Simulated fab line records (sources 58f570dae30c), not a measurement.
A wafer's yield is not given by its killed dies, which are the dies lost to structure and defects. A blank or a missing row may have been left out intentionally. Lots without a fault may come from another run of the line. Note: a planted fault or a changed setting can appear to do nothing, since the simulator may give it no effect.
The tool behind it: which one?    flow berkeley cmos170    15 lots, 45 wafers sampled, at 3 steps of a route of 331

WHAT THE GAUGES SHOWED, per wafer
UCB170_M1_THK_MEAS_02: measures by xrf. Usual: M1_AL_THK 591 nm, standard deviation 6.3.
lot   measured      on             M1_AL_THK (nm)  flag
L322  day 8 04:32   film metro-01  600 592 597     
L324  day 8 05:01   film metro-02  588 589 588     
L323  day 8 06:53   film metro-03  591 594 595     
L325  day 8 22:11   film metro-02  588 600 591     
L326  day 9 08:34   film metro-01  583 581 582     
L329  day 9 11:02   film metro-03  591 596 594     
L331  day 9 20:39   film metro-01  592 588 591     
L330  day 9 21:25   film metro-02  587 582 588     
L333  day 10 06:57  film metro-01  591 593 588     
L332  day 10 07:53  film metro-01  601 607 601     
L335  day 10 21:04  film metro-02  593 585 593     
L338  day 11 02:20  film metro-02  594 591 588     
L339  day 11 02:35  film metro-01  602 599 599     
L341  day 12 02:41  film metro-01  601 602 595     
L343  day 12 03:28  film metro-02  584 583 588     

UCB170_M1_CD_MEAS_09: target cd 700 nm. Usual: cd nm reads 699.9 nm (standard deviation 1.7).
lot   measured      on         cd nm (nm)         flag
L322  day 8 06:06   cd sem-01  699.3 698.7 698.8  
L324  day 8 06:43   cd sem-01  700.1 700.7 700.1  
L323  day 8 09:41   cd sem-02  699.9 700.0 700.1  
L325  day 8 23:25   cd sem-01  699.0 700.2 700.2  
L326  day 9 09:58   cd sem-01  699.9 699.5 701.5  
L329  day 9 13:00   cd sem-01  703.3 702.3 702.6  
L331  day 9 21:55   cd sem-02  698.6 697.2 696.9  
L330  day 9 22:53   cd sem-01  699.5 700.4 697.3  
L333  day 10 09:45  cd sem-02  701.1 701.4 700.8  
L332  day 10 10:19  cd sem-02  698.9 697.7 696.7  
L335  day 10 22:11  cd sem-01  700.7 700.1 701.0  
L338  day 11 04:05  cd sem-02  699.2 698.5 697.4  
L339  day 11 04:52  cd sem-02  698.8 697.3 700.0  
L341  day 12 04:15  cd sem-01  697.4 699.2 698.0  
L343  day 12 04:33  cd sem-02  701.9 701.5 701.3  

TOOL THAT RAN EACH LOT (tool first, then ch and the chambers of the sampled wafers, then the start)
lot   UCB170_CONTACT_ETCH_17
L322  rie diel-03 ch 0,3, day 8 03:48
L324  rie diel-02 ch 2,3, day 8 04:15
L323  rie diel-02 ch 0,1,3, day 8 06:08
L325  rie diel-02 ch 1,2, day 8 21:27
L326  rie diel-04 ch 0,2,3, day 9 07:49
L329  rie diel-03 ch 0,3, day 9 10:14
L331  rie diel-03 ch 1,3, day 9 19:54
L330  rie diel-02 ch 0,2, day 9 20:36
L333  rie diel-03 ch 0,1,3, day 10 06:11
L332  rie diel-04 ch 0,3, day 10 07:07
L335  rie diel-02 ch 0,1, day 10 20:07
L338  rie diel-04 ch 0,2,3, day 11 01:34
L339  rie diel-03 ch 0,1,3, day 11 01:49
L341  rie diel-04 ch 0,1,2, day 12 01:55
L343  rie diel-02 ch 1,2, day 12 02:41
- UCB170_CONTACT_ETCH_17: etches BARC in N2/H2.

AS READ BY THE TOOLS THEMSELVES (means over the sampled wafers that have a number; for cases with no such wafer, the mark the record gives instead)
UCB170_CONTACT_ETCH_17. Usual: drypump motor current A 5.9 A, standard deviation 0.4; oes product au 1.000 a.u., standard deviation 0.016; throttle valve pct 13.32 %, standard deviation 0.18.
lot   tool         drypump motor current A (A)  oes product au (a.u.)  throttle valve pct (%)  flag
L322  rie diel-03  5.4                          0.989                  13.12                   
L324  rie diel-02  5.9                          1.004                  13.52                   
L323  rie diel-02  5.8                          1.002                  13.24                   
L325  rie diel-02  6.3                          1.010                  13.39                   
L326  rie diel-04  6.0                          1.010                  13.38                   
L329  rie diel-03  5.7                          0.977                  13.24                   
L331  rie diel-03  5.9                          0.995                  13.40                   
L330  rie diel-02  5.9                          1.016                  13.39                   
L333  rie diel-03  5.8                          0.982                  13.32                   
L332  rie diel-04  6.2                          1.007                  13.36                   
L335  rie diel-02  5.9                          1.015                  13.24                   
L338  rie diel-04  6.0                          0.997                  13.39                   
L339  rie diel-03  5.8                          0.985                  13.32                   
L341  rie diel-04  6.0                          0.990                  13.28                   
L343  rie diel-02  6.2                          1.016                  13.53                   

THE ANSWER, worked out from the rows above alone
Rule: a lot counts as off when the mean over its wafers that have a number is more than 3 standard deviations away from the usual mean. Also off: a lot with no number at a reading for which 4 or more lots have one. Where the step has rows for the other lots, those lots are counted as sound. First the gauges in route order, then the tools' own readings, where a lot's mean is used as printed above. At the first step where some lot is off, the reading lying furthest off is the one used; lots without a number count as furthest.
Nothing can be told from this: no lot is off at any reading shown.

WHAT WAS PUT IN BY THE SIMULATOR
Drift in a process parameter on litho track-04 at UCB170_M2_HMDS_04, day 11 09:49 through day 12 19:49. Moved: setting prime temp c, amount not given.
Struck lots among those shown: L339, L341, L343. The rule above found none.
